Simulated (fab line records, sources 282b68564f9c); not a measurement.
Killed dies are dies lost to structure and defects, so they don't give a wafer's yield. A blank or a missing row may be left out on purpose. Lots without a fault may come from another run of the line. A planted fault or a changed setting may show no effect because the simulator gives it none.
Problem report in the 8D (eight disciplines) form, filled by code | flow rit_cmos | the parts of the form that need people (team, actions taken, sign-off) are left out

1. THE PROBLEM
prime_temp_c at RIT_PSD_HMDS_00 reads a mean of 146.31 C on 6 wafers of 2 lots; wafers without a fault read 139.99 C with a standard deviation of 0.13. That is +49 standard deviations from the usual mean.
The step: prime time 60 s.
First seen on wafer L583.2, day 5 14:13, on litho_track-04. The record holds 42 wafers of 14 lots with a number at this step. Rule for "out", or "out of limits": more than 4 standard deviations from the usual mean. The other wafers with a number count as sound.

2. WHAT IT IS AND WHAT IT IS NOT
question                    | is                     | is not
which readings at this step | prime_temp_c           | chill_plate_temp_C
which lots                  | L583, L585             | L573, L574, L575, L576, L577, L578, L580, L581, L582, L587, L592, L594
which wafers of those lots  | all that have a number | -
read on which tools         | litho_track-04         | litho_track-01, litho_track-02
when                        | from day 5 14:13       | up to then (27 sound wafers); but 9 sound wafers of L587, L592, L594 came after

3. SUSPECTS, AND WHAT RULES EACH OUT
Counting: a tool at a process step up to the reading stays a suspect if it ran every lot that is out and no sound lot after the first of them.
- litho_track-04 at RIT_PSD_HMDS_00 (prime time 60 s): kept. It ran every lot that is out, first L583 (day 5 14:13), and no sound lot after that; its last sound lot up to then is L581 (day 5 03:06). Its own readings are out on those wafers: prime_temp_c.
Left after counting: litho_track-04 at RIT_PSD_HMDS_00.

4. THE CAUSE (what the simulator had put in)
Process parameter drift: litho_track-04, from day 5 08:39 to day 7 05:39, at RIT_PSD_HMDS_00. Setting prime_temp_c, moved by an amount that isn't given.
Counting left only this tool.

5. THE CHAIN OF EFFECTS, in route order
Each row: a reading whose mean over the struck wafers that have a number lies more than 3 standard deviations from the usual. Only readings for which the record gives a usual standard deviation are gone through. hours: the time from each lot's start at the first step in this table that gives one to its start at this step, as a median over the lots. sigmas: the change in usual standard deviations.
hours | step            | reading      | usual    | on struck wafers | change | sigmas
0     | RIT_PSD_HMDS_00 | prime_temp_c | 139.99 C | 146.31           | +6.32  | +49
The process steps in it:
- RIT_PSD_HMDS_00: prime time 60 s.

6. WHAT WOULD HAVE CAUGHT IT SOONER
In this record the first reading out of limits was taken at day 5 14:13, 6 hours after the fault began at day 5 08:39.
